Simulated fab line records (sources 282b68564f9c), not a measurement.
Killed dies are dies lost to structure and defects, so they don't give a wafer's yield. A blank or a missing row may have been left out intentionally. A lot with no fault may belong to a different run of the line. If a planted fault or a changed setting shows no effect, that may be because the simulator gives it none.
Which tool did it? ; flow ritCmos ; Sampling: 13 lots, 39 wafers, 2 of 202 route steps

WHAT THE GAUGES READ, wafer by wafer
No reading from a measuring or inspecting step in the record can be judged against a usual standard deviation.

WHICH TOOL RAN EACH LOT (tool, then ch and the chambers of the sampled wafers, then the start)
lot;RIT_NLDD_EXPOSE_03;RIT_M1_PROBE_99
L351;ilineStepper-02 ch 0, day 2 22:57;prober-01, day 3 15:40
L352;ilineStepper-01 ch 0, day 3 02:05;prober-02, day 3 20:23
L353;ilineStepper-01 ch 0, day 3 13:07;prober-02, day 4 07:31
L354;ilineStepper-02 ch 0, day 3 13:22;prober-01, day 4 07:34
L355;ilineStepper-01 ch 0, day 3 17:46;prober-02, day 4 09:44
L357;ilineStepper-02 ch 0, day 4 01:25;prober-01, day 4 19:58
L356;ilineStepper-02 ch 0, day 4 03:08;prober-02, day 4 20:35
L359;ilineStepper-02 ch 0, day 4 09:44;prober-02, day 5 02:45
L362;ilineStepper-02 ch 0, day 5 05:50;prober-01, day 5 22:40
L366;ilineStepper-02 ch 0, day 5 20:41;prober-01, day 6 12:44
L368;ilineStepper-02 ch 0, day 6 08:16;prober-01, day 7 01:58
L371;ilineStepper-02 ch 0, day 6 22:26;prober-02, day 7 14:48
L372;ilineStepper-02 ch 0, day 7 03:28;prober-01, day 7 19:44
- RIT_NLDD_EXPOSE_03: exposes mask M7, target cd 40700 nm.
- RIT_M1_PROBE_99

WHAT THE TOOLS THEMSELVES READ (means of the sampled wafers that have a number; where no wafer has one, the mark that the record gives instead)
RIT_NLDD_EXPOSE_03.
lot;tool;focusOffsetNm (nm)
L351;ilineStepper-02;0.6
L352;ilineStepper-01;-0.2
L353;ilineStepper-01;-0.0
L354;ilineStepper-02;0.3
L355;ilineStepper-01;-0.4
L357;ilineStepper-02;0.1
L356;ilineStepper-02;0.3
L359;ilineStepper-02;0.4
L362;ilineStepper-02;0.4
L366;ilineStepper-02;-0.1
L368;ilineStepper-02;0.3
L371;ilineStepper-02;-0.2
L372;ilineStepper-02;-0.3

RIT_M1_PROBE_99.
lot;tool;killedAtContacts;killedAtFrontEnd;killedDies;killedOnRim;killedOpen;killedShort
L351;prober-01;0.0;9;9;4.0;5.0;3.7
L352;prober-02;0.0;9;9;2.7;3.3;5.3
L353;prober-02;0.0;8;8;2.3;4.3;3.3
L354;prober-01;0.0;5;5;0.7;2.0;3.3
L355;prober-02;0.0;13;13;3.0;6.3;6.7
L357;prober-01;0.3;13;13;4.7;6.3;6.7
L356;prober-02;0.0;6;6;1.7;3.7;2.0
L359;prober-02;0.0;7;7;2.3;3.7;3.7
L362;prober-01;0.0;10;10;3.0;4.0;5.7
L366;prober-01;0.3;7;7;1.0;2.7;4.7
L368;prober-01;0.0;10;10;2.7;6.0;3.7
L371;prober-02;0.0;7;7;1.7;4.3;3.0
L372;prober-01;0.0;7;7;2.3;3.3;4.0

THE ANSWER, worked out from the rows above alone
Rule: the usual values come from the lots themselves. The widest of any qualifying gaps counts: lots, ordered by their means at a reading, are off when they make up no more than a third of the lots, leave a main group of 4 or more, and stand apart from it by 3 or more times the standard deviation of that group's means. If all means in a main group match to the digits the tables above print for the reading, that group is not used. Also off: a lot with no number at a reading for which 4 or more lots have one. All remaining lots with rows at the step are treated as sound. After the gauges, taken in route order, come the tools' own readings; for these a lot's mean is taken, as printed above. At the first step where some lot is off, the reading lying furthest off is the one used; lots without a number count as furthest.
None of the lots is off at any reading shown; this tells nothing.

WHAT THE SIMULATOR PUT IN
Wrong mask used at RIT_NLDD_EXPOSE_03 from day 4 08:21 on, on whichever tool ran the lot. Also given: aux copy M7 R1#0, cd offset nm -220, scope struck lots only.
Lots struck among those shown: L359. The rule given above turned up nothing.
